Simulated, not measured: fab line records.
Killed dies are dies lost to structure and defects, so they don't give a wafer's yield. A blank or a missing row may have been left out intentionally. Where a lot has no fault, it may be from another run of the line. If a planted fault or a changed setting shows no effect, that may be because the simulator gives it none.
What tool caused it? || flow berkeley_cmos170 || Sampling: 7 lots, 21 wafers, 2 of 331 route steps

## WHAT EACH GAUGE READ, for each wafer
UCB170_START_THK_MEAS_03.
{"lot": "L580", "measured": "day 2 17:35", "on": "film_metro-02", "START_OXIDE_THK (nm)": "21.1 20.7 20.9"}
{"lot": "L582", "measured": "day 3 02:27", "on": "film_metro-02", "START_OXIDE_THK (nm)": "20.2 20.4 20.6"}
{"lot": "L584", "measured": "day 3 12:29", "on": "film_metro-02", "START_OXIDE_THK (nm)": "20.4 20.0 19.7"}
{"lot": "L588", "measured": "day 4 07:16", "on": "film_metro-02", "START_OXIDE_THK (nm)": "20.7 20.3 20.4"}
{"lot": "L591", "measured": "day 4 22:33", "on": "film_metro-02", "START_OXIDE_THK (nm)": "19.6 19.8 19.6"}
{"lot": "L594", "measured": "day 5 13:48", "on": "film_metro-01", "START_OXIDE_THK (nm)": "22.0 21.7 21.8"}
{"lot": "L597", "measured": "day 6 03:58", "on": "film_metro-04", "START_OXIDE_THK (nm)": "21.9 22.0 22.0"}

## WHAT TOOL EACH LOT RAN ON (gives the tool, then ch and the chambers of the sampled wafers, and finally the start)
{"lot": "L580", "UCB170_START_OXIDATION_02": "furnace-01 ch 0, day 2 16:05"}
{"lot": "L582", "UCB170_START_OXIDATION_02": "furnace-03 ch 0, day 3 00:56"}
{"lot": "L584", "UCB170_START_OXIDATION_02": "furnace-02 ch 0, day 3 10:59"}
{"lot": "L588", "UCB170_START_OXIDATION_02": "furnace-01 ch 0, day 4 05:46"}
{"lot": "L591", "UCB170_START_OXIDATION_02": "furnace-02 ch 0, day 4 21:03"}
{"lot": "L594", "UCB170_START_OXIDATION_02": "furnace-03 ch 0, day 5 12:18"}
{"lot": "L597", "UCB170_START_OXIDATION_02": "furnace-03 ch 0, day 6 02:28"}
- UCB170_START_OXIDATION_02: target thk 20 nm, ox time 1800 s.

## THE ANSWER, worked out from the rows above alone
Rule: usual is defined by the lots themselves. The widest of any qualifying gaps counts: lots, ordered by their means at a reading, are off when they make up no more than a third of the lots, leave a main group of 4 or more, and stand apart from it by 3 or more times the standard deviation of that group's means. A main group whose means are all the same, to the digits that the tables above print for the reading, isn't used. Also off: a lot with no number at a reading for which 4 or more lots have one. Where the step has rows for the other lots, those lots are counted as sound.
No lot is off on any of the readings shown, so nothing can be concluded from this.

## WHAT WAS PUT IN BY THE SIMULATOR
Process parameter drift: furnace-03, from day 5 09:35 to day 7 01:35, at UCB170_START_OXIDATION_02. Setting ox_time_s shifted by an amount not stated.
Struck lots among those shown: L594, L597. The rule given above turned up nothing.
